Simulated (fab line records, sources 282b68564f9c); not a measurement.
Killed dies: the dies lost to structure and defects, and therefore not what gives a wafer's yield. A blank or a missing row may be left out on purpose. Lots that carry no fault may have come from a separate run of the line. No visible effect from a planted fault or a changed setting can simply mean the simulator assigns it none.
fab line records -- flow rit-cmos
record: lots: 7, wafers: 21, last-day: 6
route steps=202 shown NSD@137 PSD@142 M1@202
lots untouched by any fault: they come from a run of this same line in which no faults occurred
start-h: start of the lot's first displayed wafer, in hours after the record's first day -- wait-h: hours since the lot's step before -- " unchanged from the row above -- L1.1+2: several wafers, shown together as one row -- - no value present, or no start provided -- * or withheld: withheld -- < > ~ a bound
route shown NAME@n: NAME is a module with steps in the file, n the number in the route of the first one -- usual: average and standard deviation across the fault-free wafers -- same: alike in all rows -- chamber/n: place in a boat -- sites: readings site by site -- _std_site: the values' standard deviation -- _edge_site: mean of outer sites minus mean of inner sites -- radius-mm: for every site, how far away it sits from the centre of the wafer -- mask NAME#n: copy n -- behind: the last tool/chamber to shape the wafer -- hold: why the lot went on hold/how many hours it stayed there/how the hold came to an end -- device: transistor that didn't switch, given as n, p or np -- end of line: the tests these same wafers got at the end of their route -- for a step that has no rows: nothing shown but its recipe -- killed: at the first sort, the dies lost to defects and structure; wafer yield is something else -- map: a wafer's dies, marking killed ones x, the rest . and places with no die _
set.NAME: the setting that was run; set.NAME@STEP: the one run at that earlier step -- model.NAME: the simulator's own value behind a step, which no gauge read
lots at some steps of the route; a table a step, a row a wafer
== steps ==
step: RIT_NSD_OVL_MEAS_06
usual: NSD_OVL: 0.9/1.4
lot.wafer,tool,chamber,start-h,wait-h,NSD_OVL[nm]
L427.1,overlay-02,-,66.75,-,3.8
L427.4,overlay-02,-,66.75,-,3.6
L427.6,overlay-02,-,66.75,-,4.2
L426.4,overlay-02,-,67.07,-,2.8
L426.5,overlay-02,-,67.07,-,2.1
L426.6,overlay-02,-,67.07,-,1.4
L433.1,overlay-02,-,97.08,-,0.4
L433.2,overlay-02,-,97.08,-,-0.5
L433.3,overlay-02,-,97.08,-,-2.1
L435.3,overlay-01,-,105.97,-,-0.2
L435.4,overlay-01,-,105.97,-,0.7
L435.6,overlay-01,-,105.97,-,1.8
L436.3,overlay-02,-,108.92,-,-1.2
L436.4,overlay-02,-,108.92,-,-1.2
L436.5,overlay-02,-,108.92,-,-3.7
L438.1,overlay-01,-,117.57,-,1.1
L438.2,overlay-01,-,117.57,-,-0.4
L438.4,overlay-01,-,117.57,-,0.9
L441.2,overlay-02,-,135.06,-,0.0
L441.3,overlay-02,-,135.06,-,0.2
L441.5,overlay-02,-,135.06,-,-0.2
step: RIT_NSD_HARDBAKE_07
recipe: resist: NOVOLAK, temp-c: 140, time-s: 60
step: RIT_NSD_IMPLANT_08
recipe: species: P, energy-kev: 25, dose-cm2: 1e+15, tilt-deg: 7
step: RIT_NSD_STRIP_09
recipe: chemistry: O2, time-s: 180, resist: NOVOLAK, platen-temp-c: withheld, power-w: 500, pressure-mtorr: 4000, o2-flow-sccm: 4000
usual: drypump-motor-current-A: 5.5/0.46
lot.wafer,tool,chamber,start-h,wait-h,drypump-motor-current-A,rf-hours-counter-h
L427.1,plasma-asher-02,1,67.32,0.1,4.9,39
L427.4,plasma-asher-02,1,67.32,0.1,4.9,-
L427.6,plasma-asher-02,1,67.32,0.1,4.9,-
L426.4,plasma-asher-03,1,67.45,0.1,5.0,-
L426.5,plasma-asher-03,0,67.45,0.1,6.1,-
L426.6,plasma-asher-03,1,67.45,0.1,5.0,-
L433.1,plasma-asher-02,1,97.42,0.1,4.9,43
L433.2,plasma-asher-02,0,97.42,0.1,5.9,43
L433.3,plasma-asher-02,1,97.42,0.1,4.9,-
L435.3,plasma-asher-01,0,106.35,0.1,6.0,-
L435.4,plasma-asher-01,1,106.35,0.1,5.6,-
L435.6,plasma-asher-01,1,106.35,0.1,5.6,-
L436.3,plasma-asher-02,0,109.30,0.1,5.9,-
L436.4,plasma-asher-02,1,109.30,0.1,4.9,-
L436.5,plasma-asher-02,1,109.30,0.1,4.9,-
L438.1,plasma-asher-02,1,117.91,0.1,4.9,46
L438.2,plasma-asher-02,0,117.91,0.1,5.9,46
L438.4,plasma-asher-02,1,117.91,0.1,4.9,-
L441.2,plasma-asher-02,1,135.39,0.1,4.9,48
L441.3,plasma-asher-02,1,135.39,0.1,4.9,-
L441.5,plasma-asher-02,1,135.39,0.1,4.9,-
step: RIT_NSD_TW_MEAS_10
usual: NSD_TW: 3093/29
lot.wafer,tool,chamber,start-h,wait-h,NSD_TW
L427.1,film-metro-03,-,67.50,0.1,3121
L427.4,film-metro-03,-,67.50,0.1,3113
L427.6,film-metro-03,-,67.50,0.1,3117
L426.4,film-metro-02,-,67.60,0.1,3073
L426.5,film-metro-02,-,67.60,0.1,3055
L426.6,film-metro-02,-,67.60,0.1,3065
L433.1,film-metro-02,-,97.60,0.1,3040
L433.2,film-metro-02,-,97.60,0.1,3052
L433.3,film-metro-02,-,97.60,0.1,3026
L435.3,film-metro-03,-,106.49,0.1,3104
L435.4,film-metro-03,-,106.49,0.1,3095
L435.6,film-metro-03,-,106.49,0.1,3111
L436.3,film-metro-02,-,109.44,0.1,3050
L436.4,film-metro-02,-,109.44,0.1,3026
L436.5,film-metro-02,-,109.44,0.1,3056
L438.1,film-metro-04,-,118.08,0.1,3130
L438.2,film-metro-04,-,118.08,0.1,3113
L438.4,film-metro-04,-,118.08,0.1,3117
L441.2,film-metro-03,-,135.57,0.1,3118
L441.3,film-metro-03,-,135.57,0.1,3119
L441.5,film-metro-03,-,135.57,0.1,3128
step: RIT_PSD_HMDS_00
recipe: prime-time-s: 60, prime-temp-c: 140
step: RIT_PSD_COAT_01
recipe: resist: NOVOLAK, spin-rpm: 3250, resist-thk-nm: 1000
step: RIT_PSD_SOFTBAKE_02
recipe: resist: NOVOLAK, temp-c: 90, time-s: 60
step: RIT_PSD_EXPOSE_03
recipe: mask-id: M10, na: 0.57, target-cd-nm: 40900, dose-mj: 250
step: RIT_PSD_PEB_04
recipe: resist: NOVOLAK, temp-c: withheld, time-s: withheld
step: RIT_PSD_DEVELOP_05
recipe: resist: NOVOLAK, develop-time-s: 50, dev-temp-c: 23
step: RIT_PSD_OVL_MEAS_06
usual: PSD_OVL: 0.4/1.4
lot.wafer,tool,chamber,start-h,wait-h,PSD_OVL[nm]
L427.1,overlay-02,-,68.71,-,3.1
L427.4,overlay-02,-,68.71,-,1.0
L427.6,overlay-02,-,68.71,-,0.1
L426.4,overlay-01,-,69.02,-,0.0
L426.5,overlay-01,-,69.02,-,0.8
L426.6,overlay-01,-,69.02,-,0.5
L433.1,overlay-01,-,98.51,-,0.0
L433.2,overlay-01,-,98.51,-,0.2
L433.3,overlay-01,-,98.51,-,3.1
L435.3,overlay-01,-,107.52,-,1.1
L435.4,overlay-01,-,107.52,-,1.4
L435.6,overlay-01,-,107.52,-,1.0
L436.3,overlay-01,-,110.67,-,1.1
L436.4,overlay-01,-,110.67,-,2.3
L436.5,overlay-01,-,110.67,-,3.2
L438.1,overlay-02,-,118.99,-,1.4
L438.2,overlay-02,-,118.99,-,1.6
L438.4,overlay-02,-,118.99,-,2.1
L441.2,overlay-02,-,136.48,-,-1.3
L441.3,overlay-02,-,136.48,-,-0.1
L441.5,overlay-02,-,136.48,-,-1.0
step: RIT_PSD_HARDBAKE_07
recipe: resist: NOVOLAK, temp-c: 140, time-s: 60
usual: heater-power-total-W: 62.55/0.048, plate-temp-C: 140.00/0.15
lot.wafer,tool,chamber,start-h,wait-h,heater-power-total-W,plate-temp-C
L427.1,litho-track-04,0,68.77,0.1,62.45,140.02
L427.4,litho-track-04,0,68.77,0.1,62.52,140.04
L427.6,litho-track-04,0,68.77,0.1,62.52,140.01
L426.4,litho-track-01,0,69.14,0.1,62.50,140.26
L426.5,litho-track-01,0,69.14,0.1,62.58,140.01
L426.6,litho-track-01,0,69.14,0.1,62.48,140.11
L433.1,litho-track-04,0,98.55,0.0,63.69,141.86
L433.2,litho-track-04,0,98.55,0.0,63.70,141.82
L433.3,litho-track-04,0,98.55,0.0,63.57,142.05
L435.3,litho-track-04,0,107.59,0.1,63.65,141.91
L435.4,litho-track-04,0,107.59,0.1,63.72,141.99
L435.6,litho-track-04,0,107.59,0.1,63.75,141.99
L436.3,litho-track-04,0,110.74,0.1,63.55,142.05
L436.4,litho-track-04,0,110.74,0.1,63.65,142.05
L436.5,litho-track-04,0,110.74,0.1,63.66,141.77
L438.1,litho-track-02,0,119.03,0.0,62.62,139.89
L438.2,litho-track-02,0,119.03,0.0,62.45,140.00
L438.4,litho-track-02,0,119.03,0.0,62.59,139.85
L441.2,litho-track-01,0,136.54,0.0,62.59,140.20
L441.3,litho-track-01,0,136.54,0.0,62.48,139.86
L441.5,litho-track-01,0,136.54,0.0,62.61,140.08
step: RIT_PSD_IMPLANT_08
recipe: species: BF2, energy-kev: 26.85, dose-cm2: 5e+15, tilt-deg: 7
step: RIT_M1_PROBE_99
usual: killed-at-front-end: 6/3, killed-dies: 7/3.1, killed-open: 3.2/1.9, killed-short: 3.3/1.9
same: gross-dies: 264, killed_at_M0_to_M3: 0, killed_at_M4_up: 0, killed-at-back-side: 0, killed-at-contacts: 0, killed-at-other: 0
lot.wafer,tool,chamber,start-h,wait-h,killed-at-front-end,killed-dies,killed-open,killed-short
L427.1,prober-01,-,77.35,0.1,6,6,3,3
L427.4,prober-01,-,77.50,0.2,12,12,7,5
L427.6,prober-01,-,77.60,0.2,4,4,1,3
L426.4,prober-02,-,79.00,0.2,7,7,4,3
L426.5,prober-02,-,79.05,0.2,7,7,4,3
L426.6,prober-02,-,79.10,0.2,7,7,5,2
L433.1,prober-01,-,106.92,0.1,7,7,3,4
L433.2,prober-01,-,106.97,0.1,4,4,1,3
L433.3,prober-01,-,107.02,0.2,4,4,2,2
L435.3,prober-01,-,116.23,0.2,6,6,2,4
L435.4,prober-01,-,116.28,0.2,5,5,3,2
L435.6,prober-01,-,116.38,0.2,12,12,4,8
L436.3,prober-02,-,120.17,0.2,11,11,7,4
L436.4,prober-02,-,120.22,0.2,8,8,5,3
L436.5,prober-02,-,120.27,0.2,10,10,4,6
L438.1,prober-02,-,127.47,0.1,2,2,2,0
L438.2,prober-02,-,127.52,0.1,7,7,2,5
L438.4,prober-02,-,127.62,0.2,5,5,4,1
L441.2,prober-01,-,145.27,0.1,4,4,2,2
L441.3,prober-01,-,145.32,0.2,8,8,5,3
L441.5,prober-01,-,145.42,0.2,6,6,2,4
killed by level:class
L427.1 FOX1:geometric-particle:short=2 GATE:geometric-particle:open=2 SPACER:geometric-particle:open=1 SPACER:geometric-particle:short=1
L427.4 SPACER:geometric-particle:open=4 SPACER:geometric-particle:short=3 GATE:geometric-particle:short=2 FOX1:geometric-particle:open=1 GATE:geometric-particle:open=1 SILICIDE:geometric-particle:open=1
L427.6 FOX1:geometric-particle:short=2 FOX2:geometric-particle:open=1 GATE:geometric-particle:short=1
L426.4 SILICIDE:geometric-particle:short=2 SILICIDE:geometric-particle:open=2 FOX2:geometric-particle:open=1 GATE:geometric-particle:open=1 REOX:geometric-particle:short=1
L426.5 SILICIDE:geometric-particle:open=3 SILICIDE:geometric-particle:short=2 FOX1:geometric-particle:open=1 SPACER:geometric-particle:short=1
L426.6 GATE:geometric-particle:open=2 FOX1:geometric-particle:open=1 FOX2:geometric-particle:short=1 SPACER:geometric-particle:open=1 SILICIDE:geometric-particle:open=1 SILICIDE:geometric-particle:short=1
L433.1 GATE:geometric-particle:open=2 GATE:geometric-particle:short=2 REOX:geometric-particle:short=2 REOX:geometric-particle:open=1
L433.2 FOX1:geometric-particle:short=3 GATE:geometric-particle:open=1
L433.3 SPACER:geometric-particle:short=2 GATE:geometric-particle:open=1 SILICIDE:geometric-particle:open=1
L435.3 REOX:geometric-particle:short=4 GATE:geometric-particle:open=1 SILICIDE:geometric-particle:open=1
L435.4 FOX1:geometric-particle:open=1 FOX1:geometric-particle:short=1 FOX2:geometric-particle:open=1 SILICIDE:geometric-particle:open=1 SILICIDE:geometric-particle:short=1
L435.6 REOX:geometric-particle:short=4 REOX:geometric-particle:open=2 FOX2:geometric-particle:open=1 FOX2:geometric-particle:short=1 GATE:geometric-particle:open=1 GATE:geometric-particle:short=1 SPACER:geometric-particle:short=1 SILICIDE:geometric-particle:short=1
L436.3 FOX2:geometric-particle:open=3 FOX1:geometric-particle:short=2 FOX1:geometric-particle:open=2 FOX2:geometric-particle:short=1 SPACER:geometric-particle:open=1 SILICIDE:geometric-particle:open=1 SILICIDE:geometric-particle:short=1
L436.4 FOX1:geometric-particle:open=2 GATE:geometric-particle:short=2 GATE:geometric-particle:open=2 FOX2:geometric-particle:short=1 SILICIDE:geometric-particle:open=1
L436.5 FOX1:geometric-particle:short=2 GATE:geometric-particle:open=2 SILICIDE:geometric-particle:short=2 FOX1:geometric-particle:open=1 FOX2:geometric-particle:open=1 GATE:geometric-particle:short=1 REOX:geometric-particle:short=1
L438.1 REOX:geometric-particle:open=1 SPACER:geometric-particle:open=1
L438.2 SPACER:geometric-particle:short=3 GATE:geometric-particle:short=2 GATE:geometric-particle:open=1 SILICIDE:geometric-particle:open=1
L438.4 GATE:geometric-particle:open=2 REOX:geometric-particle:open=1 SPACER:geometric-particle:short=1 SILICIDE:geometric-particle:open=1
L441.2 FOX2:geometric-particle:open=1 REOX:geometric-particle:short=1 SPACER:geometric-particle:open=1 SILICIDE:geometric-particle:short=1
L441.3 GATE:geometric-particle:open=3 ACTIVE:geometric-particle:short=1 FOX2:geometric-particle:short=1 GATE:geometric-particle:short=1 REOX:geometric-particle:open=1 SPACER:geometric-particle:open=1
L441.5 FOX1:geometric-particle:short=2 FOX1:geometric-particle:open=1 GATE:geometric-particle:short=1 REOX:geometric-particle:short=1 SPACER:geometric-particle:open=1
== key ==
first-sign: step: RIT_PSD_HARDBAKE_07, reading: heater-power-total-W, direction: up, sigmas: 23, usual: 62.55, struck: 63.66
effect: step: RIT_PSD_HARDBAKE_07, reading: plate-temp-C, direction: up, sigmas: 13, usual: *, struck: *
met-at RIT_PSD_HARDBAKE_07
struck-wafers L433.1,L433.2,L433.3,L435.3,L435.4,L435.6,L436.3,L436.4,L436.5
tester-left-out L433,L435,L436
onset-between 68.77 98.55
fault: kind: process-parameter-drift, tool: litho-track-04, chamber: -, onset-h: 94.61, steps: RIT_PSD_HARDBAKE_07, channel: temp-c, offset: *, shape: step, end-h: 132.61, acts-in: *, stated: *
tester-left-out: of these lots the tester's yield and bins aren't shown, on N5 and GAA mostly nor the transistor test; their killed dies are dies lost to structure and defects alone, not to doping, threshold or leakage, so they don't give the yield
